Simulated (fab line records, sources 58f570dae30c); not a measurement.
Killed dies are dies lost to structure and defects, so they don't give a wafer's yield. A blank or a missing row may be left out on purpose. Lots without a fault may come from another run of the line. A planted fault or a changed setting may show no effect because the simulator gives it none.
Which tool did it? | flow berkeley_cmos170 | 14 lots, 42 wafers sampled, at 7 steps of a route of 331

WHAT THE GAUGES READ, wafer by wafer
UCB170_CONTACT_CD_MEAS_90: target cd 700 nm.
lot  | measured     | on        | cd_nm (nm)
L854 | day 8 06:51  | cd_sem-02 | 700.9 701.1 699.6
L855 | day 9 00:41  | cd_sem-01 | 699.7 701.2 700.0
L856 | day 9 01:22  | cd_sem-01 | 701.5 701.2 700.9
L859 | day 9 12:17  | cd_sem-02 | 700.1 700.4 699.5
L861 | day 9 19:31  | cd_sem-01 | 701.1 701.4 700.3
L864 | day 10 17:01 | cd_sem-02 | 700.5 700.7 698.5
L869 | day 11 01:03 | cd_sem-02 | 700.0 700.0 702.0
L868 | day 11 01:53 | cd_sem-01 | 699.6 700.3 702.1
L870 | day 11 02:52 | cd_sem-01 | 698.2 698.0 698.4
L873 | day 12 07:49 | cd_sem-02 | 701.9 701.2 700.4
L874 | day 12 11:14 | cd_sem-02 | 699.6 700.6 699.2
L876 | day 12 12:26 | cd_sem-01 | 699.8 700.5 698.7
L875 | day 12 12:32 | cd_sem-02 | 700.4 698.8 699.6
L877 | day 13 08:53 | cd_sem-01 | 697.5 700.6 699.6

UCB170_M2_OVL_MEAS_16.
lot  | measured     | on         | M2_OVL (nm)
L854 | day 8 17:34  | overlay-01 | -8 -13 -3
L855 | day 9 12:50  | overlay-01 | 0 1 4
L856 | day 9 12:26  | overlay-01 | -3 -5 4
L859 | day 9 22:31  | overlay-01 | 1 0 5
L861 | day 10 05:33 | overlay-02 | -14 -8 -11
L864 | day 11 02:21 | overlay-02 | -14 -13 -10
L869 | day 11 11:49 | overlay-02 | 2 -9 -2
L868 | day 11 12:49 | overlay-01 | 1 -2 3
L870 | day 11 14:35 | overlay-01 | -1 -2 1
L873 | day 16 15:34 | overlay-02 | -1 -6 -6
L874 | day 16 13:29 | overlay-02 | 1 -6 -11
L876 | day 16 12:52 | overlay-01 | -3 -6 1
L875 | day 16 15:22 | overlay-01 | -3 -4 -4
L877 | day 16 16:05 | overlay-01 | -8 -12 0

UCB170_M3_RS_MEAS_02: measures by four-point-probe.
lot  | measured     | on            | M3_AL_RS (ohm/sq)
L854 | day 8 21:26  | film_metro-04 | 0.0319 0.0318 0.0321
L855 | day 9 16:16  | film_metro-01 | 0.0324 0.0319 0.0322
L856 | day 9 15:52  | film_metro-04 | 0.0321 0.0322 0.0322
L859 | day 10 01:31 | film_metro-04 | 0.0321 0.0318 0.0319
L861 | day 10 09:19 | film_metro-02 | 0.0327 0.0279 0.0324
L864 | day 11 05:35 | film_metro-01 | 0.0324 0.0279 0.0322
L869 | day 11 15:42 | film_metro-01 | 0.0315 0.0314 0.0318
L868 | day 11 16:03 | film_metro-01 | 0.0328 0.0323 0.0325
L870 | day 11 18:08 | film_metro-01 | 0.0327 0.0327 0.0323
L873 | day 16 23:33 | film_metro-04 | 0.0322 0.0324 0.0321
L874 | day 16 19:45 | film_metro-04 | 0.0323 0.0320 0.0321
L876 | day 16 19:47 | film_metro-01 | 0.0317 0.0318 0.0319
L875 | day 16 23:16 | film_metro-02 | 0.0327 0.0325 0.0325
L877 | day 17 00:06 | film_metro-04 | 0.0327 0.0328 0.0329

UCB170_M3_THK_MEAS_03: measures by xrf.
lot  | measured     | on            | M3_AL_THK (nm)
L854 | day 8 21:34  | film_metro-04 | 909 913 901
L855 | day 9 16:23  | film_metro-01 | 887 895 894
L856 | day 9 15:59  | film_metro-04 | 897 900 897
L859 | day 10 01:38 | film_metro-04 | 900 905 912
L861 | day 10 09:25 | film_metro-02 | 882 1035 890
L864 | day 11 05:42 | film_metro-01 | 887 1024 893
L869 | day 11 15:49 | film_metro-01 | 908 915 903
L868 | day 11 16:10 | film_metro-01 | 876 888 882
L870 | day 11 18:15 | film_metro-01 | 877 882 888
L873 | day 16 23:40 | film_metro-04 | 897 887 907
L874 | day 16 19:52 | film_metro-04 | 890 902 902
L876 | day 16 19:53 | film_metro-01 | 911 903 902
L875 | day 16 23:23 | film_metro-02 | 885 889 890
L877 | day 17 00:13 | film_metro-04 | 885 884 878

UCB170_M3_BOW_MEAS_20.
lot  | measured     | on            | M3_BOW (um)
L854 | day 9 00:44  | film_metro-01 | 47 38 38
L855 | day 9 19:34  | film_metro-04 | 51 29 34
L856 | day 9 18:41  | film_metro-01 | 30 33 38
L859 | day 10 05:14 | film_metro-02 | 35 43 32
L861 | day 10 13:41 | film_metro-04 | 44 31 34
L864 | day 11 08:16 | film_metro-02 | 33 36 43
L869 | day 11 18:39 | film_metro-02 | 28 33 39
L868 | day 11 18:59 | film_metro-01 | 36 21 26
L870 | day 11 21:26 | film_metro-04 | 36 39 30
L873 | day 17 10:25 | film_metro-02 | 28 29 31
L874 | day 17 06:35 | film_metro-01 | 22 38 29
L876 | day 17 05:40 | film_metro-04 | 39 30 28
L875 | day 17 10:13 | film_metro-01 | 35 40 46
L877 | day 17 10:53 | film_metro-02 | 29 27 35

WHICH TOOL RAN EACH LOT (tool, then ch and the chambers of the sampled wafers, then the start)
lot  | UCB170_M3_SPUTTER_01         | UCB170_M3_METAL_ETCH_18
L854 | pvd_sputter-01, day 8 21:21  | rie_metal-03 ch 1, day 9 00:08
L855 | pvd_sputter-04, day 9 16:11  | rie_metal-01 ch 0,1, day 9 19:10
L856 | pvd_sputter-02, day 9 15:47  | rie_metal-03 ch 0,1, day 9 18:16
L859 | pvd_sputter-02, day 10 01:26 | rie_metal-02 ch 0,1, day 10 04:49
L861 | pvd_sputter-01, day 10 09:13 | rie_metal-03 ch 0,1, day 10 13:15
L864 | pvd_sputter-01, day 11 05:30 | rie_metal-02 ch 0,1, day 11 07:51
L869 | pvd_sputter-02, day 11 15:35 | rie_metal-01 ch 0,1, day 11 18:13
L868 | pvd_sputter-04, day 11 15:56 | rie_metal-03 ch 0,1, day 11 18:34
L870 | pvd_sputter-02, day 11 18:02 | rie_metal-02 ch 0,1, day 11 21:00
L873 | pvd_sputter-01, day 16 23:28 | rie_metal-03 ch 0,1, day 17 10:00
L874 | pvd_sputter-02, day 16 19:40 | rie_metal-01 ch 0,1, day 17 06:07
L876 | pvd_sputter-01, day 16 19:40 | rie_metal-03 ch 0,1, day 17 05:17
L875 | pvd_sputter-04, day 16 23:11 | rie_metal-02 ch 1, day 17 09:49
L877 | pvd_sputter-02, day 17 00:01 | rie_metal-01 ch 0,1, day 17 10:22
- UCB170_M3_SPUTTER_01: material Al, target thk 900 nm, time 120 s.
- UCB170_M3_METAL_ETCH_18: etches Al in Cl2/BCl3, stops on SiO2, target depth 1170 nm, time 195 s.

WHAT THE TOOLS THEMSELVES READ (means of the sampled wafers that have a number; where no wafer has one, the mark that the record gives instead)
UCB170_M3_SPUTTER_01.
lot  | tool           | throttle_valve_pct (%)
L854 | pvd_sputter-01 | 30.2
L855 | pvd_sputter-04 | 30.9
L856 | pvd_sputter-02 | 30.0
L859 | pvd_sputter-02 | 29.8
L861 | pvd_sputter-01 | 30.5
L864 | pvd_sputter-01 | 30.4
L869 | pvd_sputter-02 | 30.0
L868 | pvd_sputter-04 | 31.5
L870 | pvd_sputter-02 | 30.6
L873 | pvd_sputter-01 | 30.1
L874 | pvd_sputter-02 | 30.0
L876 | pvd_sputter-01 | 30.2
L875 | pvd_sputter-04 | 31.5
L877 | pvd_sputter-02 | 30.2

UCB170_M3_METAL_ETCH_18.
lot  | tool         | drypump_motor_current_A (A) | oes_product_au (a.u.) | throttle_valve_pct (%)
L854 | rie_metal-03 | 5.50                        | 0.862                 | 24.08
L855 | rie_metal-01 | 5.86                        | 0.848                 | 24.37
L856 | rie_metal-03 | 5.49                        | 0.859                 | 24.15
L859 | rie_metal-02 | 5.17                        | 0.848                 | 24.68
L861 | rie_metal-03 | 5.49                        | 0.881                 | 24.14
L864 | rie_metal-02 | 5.19                        | 0.871                 | 24.67
L869 | rie_metal-01 | 5.76                        | 0.868                 | 24.40
L868 | rie_metal-03 | 5.48                        | 0.855                 | 24.15
L870 | rie_metal-02 | 5.18                        | 0.835                 | 24.69
L873 | rie_metal-03 | 5.48                        | 0.866                 | 24.21
L874 | rie_metal-01 | 5.86                        | 0.846                 | 24.37
L876 | rie_metal-03 | 5.48                        | 0.867                 | 24.14
L875 | rie_metal-02 | 4.96                        | 0.841                 | 24.72
L877 | rie_metal-01 | 5.84                        | 0.835                 | 24.38

THE ANSWER, worked out from the rows above alone
Rule: what is usual is taken from the lots themselves. Put in order of their means at a reading, lots are off if they are a third of the lots or fewer, leave a main group of 4 or more, and stand apart from it by a gap of 3 or more times the standard deviation of the main group's means; of several such gaps the widest counts. A main group whose means are all the same, to the digits that the tables above print for the reading, isn't used. A lot without any number at a reading at which 4 lots or more have one is off too. The other lots that the step has rows for count as sound. The gauges are gone through in route order, then the tools' own readings, and for those a lot's mean is taken as printed above. The first step at which some lot is off is used, and at that step the reading that is off furthest; a lot without a number counts as furthest.
No lot is off at any reading shown: from this, nothing can be told.

WHAT THE SIMULATOR HAD PUT IN
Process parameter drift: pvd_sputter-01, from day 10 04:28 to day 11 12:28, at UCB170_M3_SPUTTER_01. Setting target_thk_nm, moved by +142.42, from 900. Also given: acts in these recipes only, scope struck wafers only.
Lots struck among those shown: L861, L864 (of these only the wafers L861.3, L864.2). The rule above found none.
